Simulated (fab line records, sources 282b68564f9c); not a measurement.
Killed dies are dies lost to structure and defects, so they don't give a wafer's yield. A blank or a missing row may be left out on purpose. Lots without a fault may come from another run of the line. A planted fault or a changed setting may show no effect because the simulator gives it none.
fab line records | flow rit_cmos
record lots=14 wafers=42 last_day=8
route steps=202 shown ACTIVE@12 NWELL@38 PRETRO@70 SPACER@127 M1@202
lots that met no fault: from a run of the same line without faults
start_h: hours from the record's first day to the start of the lot's first wafer shown | wait_h: hours since the lot's step before | " the same as in the row above | L1.1+2: a row that stands for several wafers | - no value, or no start given | * or withheld: withheld | < > ~ a bound
route shown NAME@n: a module of which the file shows steps, and the number in the route of the first | usual: mean/standard deviation of fault-free wafers | same: alike in all rows | chamber/n: place in a boat | sites: the reading at each site | _std_site: their standard deviation | _edge_site: outer sites' mean less inner sites' | radius_mm: how far each site lies from the wafer's centre | mask NAME#n: copy n | behind: the tool/chamber that last shaped the wafer | hold: why the lot was held/for how many hours/how that ended | device: the transistor (n, p or np) that didn't switch | end of line: the same wafers' tests at the end of the route | a step without rows: its recipe alone | killed: dies lost to structure and defects at the first sort, not the wafer's yield | map: a wafer's dies, x killed, . not, _ none there
set.NAME: the setting as run; set.NAME@STEP: as run at that earlier step | model.NAME: the simulator's own value behind a step, which no gauge read
steps of the route over a sample of lots; a table a step, a row a wafer
services: from which hour (start_h, from the record's first day; less than 0 if before it) a tool's chamber was out of use, for how many hours, and why
## steps
# step RIT_ACTIVE_CD_MEAS_11
# recipe target_cd_nm=1400
# usual cd_nm=1400.4/2.1
# columns lot.wafer tool chamber start_h wait_h cd_nm
L905.3 cd_sem-02 - 14.60 - 1399.0
L905.5 " - " " 1398.2
L905.6 " - " " 1397.6
L907.3 cd_sem-02 - 24.80 - 1399.4
L907.5 " - " " 1399.6
L907.6 " - " " 1398.6
L908.3 cd_sem-02 - 30.19 - 1404.0
L908.4 " - " " 1401.5
L908.6 " - " " 1400.5
L909.1 cd_sem-01 - 34.61 - 1396.7
L909.2 " - " " 1397.4
L909.3 " - " " 1395.9
L915.1 cd_sem-02 - 70.63 - 1398.6
L915.4 " - " " 1400.4
L915.6 " - " " 1399.4
L917.3 cd_sem-02 - 74.60 - 1402.0
L917.4 " - " " 1403.8
L917.6 " - " " 1401.8
L918.1 cd_sem-01 - 81.08 - 1399.8
L918.2 " - " " 1399.3
L918.3 " - " " 1401.0
L920.2 cd_sem-02 - 89.46 - 1400.1
L920.3 " - " " 1399.7
L920.5 " - " " 1402.4
L921.2 cd_sem-01 - 94.58 - 1401.5
L921.3 " - " " 1400.8
L921.6 " - " " 1402.6
L922.3 cd_sem-01 - 102.66 - 1401.9
L922.5 " - " " 1400.3
L922.6 " - " " 1399.3
L923.4 cd_sem-01 - 105.75 - 1399.9
L923.5 " - " " 1400.6
L923.6 " - " " 1399.0
L924.3 cd_sem-02 - 109.60 - 1404.9
L924.4 " - " " 1404.9
L924.6 " - " " 1404.2
L926.1 cd_sem-01 - 119.63 - 1396.2
L926.2 " - " " 1397.2
L926.3 " - " " 1398.3
L928.1 cd_sem-01 - 129.44 - 1400.6
L928.2 " - " " 1400.5
L928.6 " - " " 1402.6
# step RIT_NWELL_TW_MEAS_10
# usual NWELL_TW=2126/18
# columns lot.wafer tool chamber start_h wait_h NWELL_TW
L905.3 film_metro-02 - 23.75 0.1 2145
L905.5 " - " " 2145
L905.6 " - " " 2149
L907.3 film_metro-02 - 32.04 0.1 2115
L907.5 " - " " 2124
L907.6 " - " " 2123
L908.3 film_metro-04 - 37.58 0.1 2145
L908.4 " - " " 2154
L908.6 " - " " 2149
L909.1 film_metro-02 - 44.29 0.1 2130
L909.2 " - " " 2132
L909.3 " - " " 2127
L915.1 film_metro-04 - 77.23 0.1 2144
L915.4 " - " " 2152
L915.6 " - " " 2143
L917.3 film_metro-01 - 82.10 0.1 2107
L917.4 " - " " 2100
L917.6 " - " " 2116
L918.1 film_metro-02 - 91.02 0.1 2140
L918.2 " - " " 2128
L918.3 " - " " 2137
L920.2 film_metro-01 - 95.75 0.1 2100
L920.3 " - " " 2098
L920.5 " - " " 2101
L921.2 film_metro-01 - 104.07 0.1 2125
L921.3 " - " " 2102
L921.6 " - " " 2131
L922.3 film_metro-01 - 110.58 0.1 2114
L922.5 " - " " 2129
L922.6 " - " " 2119
L923.4 film_metro-04 - 114.17 0.1 2125
L923.5 " - " " 2141
L923.6 " - " " 2136
L924.3 film_metro-02 - 117.27 0.1 2155
L924.4 " - " " 2145
L924.6 " - " " 2156
L926.1 film_metro-01 - 128.21 0.1 2113
L926.2 " - " " 2099
L926.3 " - " " 2103
L928.1 film_metro-04 - 136.65 0.1 2135
L928.2 " - " " 2134
L928.6 " - " " 2142
# step RIT_PRETRO_OVL_MEAS_06
# usual PRETRO_OVL=-0.3/1.4
# columns lot.wafer tool chamber start_h wait_h PRETRO_OVL[nm]
L905.3 overlay-02 - 33.69 - -0.9
L905.5 " - " " -1.6
L905.6 " - " " -0.3
L907.3 overlay-01 - 41.83 - 0.3
L907.5 " - " " -1.8
L907.6 " - " " -0.3
L908.3 overlay-02 - 47.57 - 0.6
L908.4 " - " " 0.1
L908.6 " - " " 2.8
L909.1 overlay-02 - 53.73 - 1.1
L909.2 " - " " 0.3
L909.3 " - " " -1.0
L915.1 overlay-01 - 87.19 - -1.1
L915.4 " - " " -1.0
L915.6 " - " " -1.4
L917.3 overlay-01 - 93.12 - -2.1
L917.4 " - " " -0.5
L917.6 " - " " -2.0
L918.1 overlay-02 - 101.06 - -0.7
L918.2 " - " " -1.3
L918.3 " - " " 1.4
L920.2 overlay-01 - 107.90 - 0.3
L920.3 " - " " 1.6
L920.5 " - " " 0.3
L921.2 overlay-02 - 115.48 - 1.1
L921.3 " - " " -0.5
L921.6 " - " " -1.4
L922.3 overlay-02 - 120.62 - 0.4
L922.5 " - " " 0.3
L922.6 " - " " -0.2
L923.4 overlay-02 - 125.19 - 3.2
L923.5 " - " " 1.5
L923.6 " - " " 0.4
L924.3 overlay-02 - 127.30 - 0.6
L924.4 " - " " -1.0
L924.6 " - " " 1.7
L926.1 overlay-02 - 138.57 - -0.4
L926.2 " - " " -1.9
L926.3 " - " " -1.8
L928.1 overlay-01 - 149.61 - -0.9
L928.2 " - " " -0.3
L928.6 " - " " 0.8
# step RIT_SPACER_CLEAN_02
# recipe chemistry=SC2 mix=3:3:50 time_s=600 temp_c=75 dry=n2_spin
# usual temp_c=75.00/0.11
# columns lot.wafer tool chamber start_h wait_h temp_c
L905.3 wet_bench-02 3 48.49 0.0 75.05
L905.5 " 3 " " 75.04
L905.6 " 3 " " 75.15
L907.3 wet_bench-02 3 54.97 0.0 75.12
L907.5 " 3 " " 75.10
L907.6 " 3 " " 75.19
L908.3 wet_bench-04 1 66.11 0.0 75.15
L908.4 " 1 " " 74.94
L908.6 " 1 " " 75.20
L909.1 wet_bench-04 1 72.87 0.0 75.13
L909.2 " 1 " " 75.13
L909.3 " 1 " " 75.17
L915.1 wet_bench-02 0 101.64 0.0 74.93
L915.4 " 0 " " 74.97
L915.6 " 0 " " 74.77
L917.3 wet_bench-02 2 110.84 0.0 74.99
L917.4 " 2 " " 75.02
L917.6 " 2 " " 75.00
L918.1 wet_bench-02 2 113.91 0.0 75.02
L918.2 " 2 " " 75.00
L918.3 " 2 " " 75.07
L920.2 wet_bench-04 3 121.66 0.0 74.95
L920.3 " 3 " " 74.90
L920.5 " 3 " " 74.90
L921.2 wet_bench-03 0 129.22 0.0 74.92
L921.3 " 0 " " 74.79
L921.6 " 0 " " 74.81
L922.3 wet_bench-04 3 134.22 0.0 74.96
L922.5 " 3 " " 75.00
L922.6 " 3 " " 75.04
L923.4 wet_bench-03 3 137.99 0.0 74.93
L923.5 " 3 " " 74.85
L923.6 " 3 " " 75.02
L924.3 wet_bench-04 2 145.06 0.0 74.97
L924.4 " 2 " " 74.90
L924.6 " 2 " " 75.01
L926.1 wet_bench-03 3 157.61 0.0 74.96
L926.2 " 3 " " 74.91
L926.3 " 3 " " 74.93
L928.1 wet_bench-04 0 174.78 0.0 74.94
L928.2 " 0 " " 74.92
L928.6 " 0 " " 74.88
# step RIT_M1_PROBE_99
# usual killed_at_M0_to_M3=0.0/0.12 killed_at_contacts=0.1/0.23 killed_at_front_end=6/3.1 killed_dies=6/3.1 killed_on_rim=1.7/1.3 killed_open=3.2/1.9 killed_short=3.2/2.1
# same gross_dies=264 killed_at_M4_up=0 killed_at_back_side=0 killed_at_other=0
# columns lot.wafer tool chamber start_h wait_h hold killed_at_M0_to_M3 killed_at_contacts killed_at_front_end killed_dies killed_on_rim killed_open killed_short
L905.3 prober-02 - 61.71 0.2 - 0 0 3 3 1 2 1
L905.5 prober-02 - 61.81 0.2 - 0 0 6 6 1 4 2
L905.6 prober-02 - 61.86 0.2 - 0 0 16 16 6 9 7
L907.3 prober-02 - 68.79 0.2 - 0 0 15 15 6 6 9
L907.5 prober-02 - 68.89 0.2 - 0 0 5 5 2 3 2
L907.6 prober-02 - 68.94 0.2 - 0 0 3 3 1 0 3
L908.3 prober-01 - 80.30 0.2 - 0 0 6 6 2 6 0
L908.4 prober-01 - 80.35 0.2 - 0 0 8 8 4 4 4
L908.6 prober-01 - 80.45 0.2 - 0 0 7 7 1 3 4
L909.1 prober-02 - 86.17 0.1 - 0 0 5 5 1 3 2
L909.2 prober-02 - 86.22 0.1 - 0 0 6 6 1 2 4
L909.3 prober-02 - 86.27 0.2 - 0 0 3 3 1 0 3
L915.1 prober-02 - 115.10 0.1 - 0 0 4 4 2 2 2
L915.4 prober-02 - 115.25 0.2 - 0 0 10 10 2 6 4
L915.6 prober-02 - 115.35 0.2 - 0 0 12 12 3 5 7
L917.3 prober-02 - 125.00 0.2 await_dispo/1.2h/release 0 0 20 20 10 4 5
L917.4 prober-02 - 125.05 0.2 await_dispo/1.2h/release 0 0 19 19 11 2 4
L917.6 prober-02 - 125.15 0.2 await_dispo/1.2h/release 0 0 17 17 9 3 1
L918.1 prober-01 - 158.74 0.1 await_dispo/3.7h/release 0 0 26 26 9 6 7
L918.2 prober-01 - 158.79 0.1 await_dispo/3.7h/release 0 0 16 16 9 2 1
L918.3 prober-01 - 158.84 0.2 await_dispo/3.7h/release 0 0 19 19 7 2 5
L920.2 prober-02 - 159.09 0.3 - 0 0 4 4 1 3 1
L920.3 prober-02 - 159.14 0.3 - 0 0 8 8 5 5 3
L920.5 prober-02 - 159.24 0.4 - 0 1 6 7 1 2 5
L922.3 prober-01 - 159.14 0.4 - 0 0 4 4 0 2 2
L922.5 prober-01 - 159.24 0.5 - 0 0 7 7 1 2 5
L922.6 prober-01 - 159.29 0.5 - 0 0 7 7 1 3 4
L921.2 prober-01 - 159.39 0.6 - 0 0 2 2 0 1 1
L921.3 prober-01 - 159.44 0.6 - 0 0 7 7 4 6 1
L921.6 prober-01 - 159.59 0.7 - 1 0 6 7 3 3 4
L924.3 prober-02 - 159.44 0.6 - 0 0 11 11 2 4 7
L924.4 prober-02 - 159.49 0.6 - 0 0 8 8 1 1 7
L924.6 prober-02 - 159.59 0.7 - 0 0 13 13 1 7 6
L923.4 prober-01 - 159.79 0.8 - 0 0 6 6 4 3 3
L923.5 prober-01 - 159.84 0.9 - 0 0 5 5 1 2 3
L923.6 prober-01 - 159.89 0.9 - 0 0 7 7 2 1 6
L926.1 prober-01 - 171.13 0.1 - 0 0 3 3 1 2 1
L926.2 prober-01 - 171.18 0.1 - 0 0 7 7 3 2 4
L926.3 prober-01 - 171.23 0.2 - 0 0 5 5 0 2 3
L928.1 prober-02 - 188.79 0.1 - 0 0 4 4 0 2 2
L928.2 prober-02 - 188.84 0.1 - 0 0 5 5 1 2 3
L928.6 prober-02 - 189.04 0.2 - 0 0 5 5 2 4 1
# killed by level:class
L905.3 GATE:geometric_particle:open=1 GATE:geometric_particle:short=1 SILICIDE:geometric_particle:open=1
L905.5 SPACER:geometric_particle:open=3 FOX1:geometric_particle:short=1 GATE:geometric_particle:short=1 SILICIDE:geometric_particle:open=1
L905.6 GATE:geometric_particle:open=4 GATE:geometric_particle:short=3 REOX:geometric_particle:short=2 REOX:geometric_particle:open=2 SPACER:geometric_particle:open=2 SILICIDE:geometric_particle:short=2 SILICIDE:geometric_particle:open=1
L907.3 REOX:geometric_particle:short=4 GATE:geometric_particle:short=3 REOX:geometric_particle:open=2 SPACER:geometric_particle:open=2 SPACER:geometric_particle:short=2 FOX1:geometric_particle:open=1 GATE:geometric_particle:open=1
L907.5 FOX1:geometric_particle:open=1 FOX2:geometric_particle:short=1 GATE:geometric_particle:short=1 REOX:geometric_particle:open=1 SPACER:geometric_particle:open=1
L907.6 FOX1:geometric_particle:short=1 GATE:geometric_particle:short=1 SILICIDE:geometric_particle:short=1
L908.3 GATE:geometric_particle:open=4 FOX2:geometric_particle:open=1 SPACER:geometric_particle:open=1
L908.4 GATE:geometric_particle:short=2 ACTIVE:geometric_particle:open=1 FOX2:geometric_particle:short=1 FOX2:geometric_particle:open=1 GATE:geometric_particle:open=1 REOX:geometric_particle:open=1 SPACER:geometric_particle:short=1
L908.6 GATE:geometric_particle:short=2 GATE:geometric_particle:open=2 FOX2:geometric_particle:short=1 SPACER:geometric_particle:short=1 SPACER:geometric_particle:open=1
L909.1 GATE:geometric_particle:short=2 GATE:geometric_particle:open=2 REOX:geometric_particle:open=1
L909.2 REOX:geometric_particle:open=2 GATE:geometric_particle:short=1 REOX:geometric_particle:short=1 SPACER:geometric_particle:short=1 SILICIDE:geometric_particle:short=1
L909.3 FOX1:geometric_particle:short=1 GATE:geometric_particle:short=1 SILICIDE:geometric_particle:short=1
L915.1 GATE:geometric_particle:open=2 GATE:geometric_particle:short=1 SILICIDE:geometric_particle:short=1
L915.4 GATE:geometric_particle:open=4 REOX:geometric_particle:open=2 FOX1:geometric_particle:short=1 FOX2:geometric_particle:short=1 GATE:geometric_particle:short=1 REOX:geometric_particle:short=1
L915.6 GATE:geometric_particle:short=5 GATE:geometric_particle:open=4 FOX1:geometric_particle:short=2 REOX:geometric_particle:open=1
L917.3 SPACER:unspecified=11 GATE:geometric_particle:open=3 GATE:geometric_particle:short=2 FOX1:geometric_particle:short=1 SPACER:geometric_particle:open=1 SPACER:geometric_particle:short=1 SILICIDE:geometric_particle:short=1
L917.4 SPACER:unspecified=13 GATE:geometric_particle:short=2 REOX:geometric_particle:short=1 SPACER:geometric_particle:short=1 SPACER:geometric_particle:open=1 SILICIDE:geometric_particle:open=1
L917.6 SPACER:unspecified=13 FOX1:geometric_particle:open=1 REOX:geometric_particle:short=1 SPACER:geometric_particle:open=1 SILICIDE:geometric_particle:open=1
L918.1 SPACER:unspecified=13 GATE:geometric_particle:open=3 GATE:geometric_particle:short=3 REOX:geometric_particle:short=2 FOX1:geometric_particle:short=1 FOX2:geometric_particle:short=1 FOX2:geometric_particle:open=1 REOX:geometric_particle:open=1
L918.2 SPACER:unspecified=13 GATE:geometric_particle:open=2 FOX2:geometric_particle:short=1
L918.3 SPACER:unspecified=12 REOX:geometric_particle:short=3 FOX2:geometric_particle:short=2 FOX1:geometric_particle:open=1 FOX2:geometric_particle:open=1
L920.2 GATE:geometric_particle:open=1 GATE:geometric_particle:short=1 REOX:geometric_particle:open=1 SPACER:geometric_particle:open=1
L920.3 GATE:geometric_particle:open=4 FOX1:geometric_particle:open=1 FOX2:geometric_particle:short=1 REOX:geometric_particle:short=1 SILICIDE:geometric_particle:short=1
L922.3 GATE:geometric_particle:short=2 FOX1:geometric_particle:open=1 GATE:geometric_particle:open=1
L920.5 FOX2:geometric_particle:short=2 GATE:geometric_particle:short=2 GATE:geometric_particle:open=1 SPACER:geometric_particle:short=1 CONTACT:geometric_particle:open=1
L922.5 FOX1:geometric_particle:short=2 GATE:geometric_particle:short=1 GATE:geometric_particle:open=1 REOX:geometric_particle:short=1 SPACER:geometric_particle:open=1 SPACER:geometric_particle:short=1
L922.6 SILICIDE:geometric_particle:short=3 FOX1:geometric_particle:open=1 FOX2:geometric_particle:short=1 GATE:geometric_particle:open=1 SILICIDE:geometric_particle:open=1
L921.2 REOX:geometric_particle:open=1 SPACER:geometric_particle:short=1
L921.3 GATE:geometric_particle:open=3 FOX1:geometric_particle:open=1 GATE:geometric_particle:short=1 REOX:geometric_particle:open=1 SPACER:geometric_particle:open=1
L924.3 GATE:geometric_particle:short=4 FOX1:geometric_particle:short=3 GATE:geometric_particle:open=3 FOX1:geometric_particle:open=1
L924.4 GATE:geometric_particle:short=4 REOX:geometric_particle:short=2 REOX:geometric_particle:open=1 SPACER:geometric_particle:short=1
L921.6 GATE:geometric_particle:short=3 GATE:geometric_particle:open=2 REOX:geometric_particle:open=1 M1:geometric_particle:short=1
L924.6 GATE:geometric_particle:open=5 FOX1:geometric_particle:short=3 GATE:geometric_particle:short=3 REOX:geometric_particle:open=2
L923.4 GATE:geometric_particle:open=2 FOX1:geometric_particle:open=1 FOX2:geometric_particle:short=1 GATE:geometric_particle:short=1 SILICIDE:geometric_particle:short=1
L923.5 FOX1:geometric_particle:short=1 FOX2:geometric_particle:short=1 GATE:geometric_particle:short=1 GATE:geometric_particle:open=1 REOX:geometric_particle:open=1
L923.6 GATE:geometric_particle:short=3 REOX:geometric_particle:short=2 GATE:geometric_particle:open=1 SILICIDE:geometric_particle:short=1
L926.1 GATE:geometric_particle:short=1 GATE:geometric_particle:open=1 SPACER:geometric_particle:open=1
L926.2 SPACER:geometric_particle:short=2 FOX1:geometric_particle:short=1 GATE:geometric_particle:short=1 REOX:geometric_particle:open=1 SPACER:geometric_particle:open=1 PRETRO:coat_microbubble_printed=1
L926.3 REOX:geometric_particle:short=2 GATE:geometric_particle:short=1 GATE:geometric_particle:open=1 SILICIDE:geometric_particle:open=1
L928.1 FOX2:geometric_particle:open=1 GATE:geometric_particle:short=1 SPACER:geometric_particle:short=1 SPACER:geometric_particle:open=1
L928.2 GATE:geometric_particle:short=3 FOX2:geometric_particle:open=1 GATE:geometric_particle:open=1
L928.6 GATE:geometric_particle:open=3 GATE:geometric_particle:short=1 SPACER:geometric_particle:open=1
## services
# columns tool chamber start_h hours kind
wet_bench-02 - 108.92 1.3 repair
## key
first_sign step=RIT_M1_PROBE_99 reading=killed_at_front_end direction=up sigmas=4.2 usual=6 struck=20
effect step=RIT_M1_PROBE_99 reading=killed_dies direction=up sigmas=4.2 usual=6 struck=20
met_at RIT_SPACER_CLEAN_02
struck_lots L917,L918
tester_left_out L917,L918
not_acting_at RIT_ACTIVE_CD_MEAS_11,RIT_NWELL_TW_MEAS_10,RIT_PRETRO_OVL_MEAS_06
onset_between 101.64 110.84
earlier_fault kind=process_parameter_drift tool=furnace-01 chamber=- onset_h=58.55 steps=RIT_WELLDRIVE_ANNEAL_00 channel=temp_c offset=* shape=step end_h=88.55 acts_in=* stated=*
fault kind=chamber_particle_source tool=wet_bench-02 chamber=- onset_h=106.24 steps=RIT_SPACER_CLEAN_02 rate_per_visit_cm2=0.46377 end_h=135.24
# tester_left_out: of these lots the tester's yield and bins aren't shown, on N5 and GAA mostly nor the transistor test; their killed dies are dies lost to structure and defects alone, not to doping, threshold or leakage, so they don't give the yield
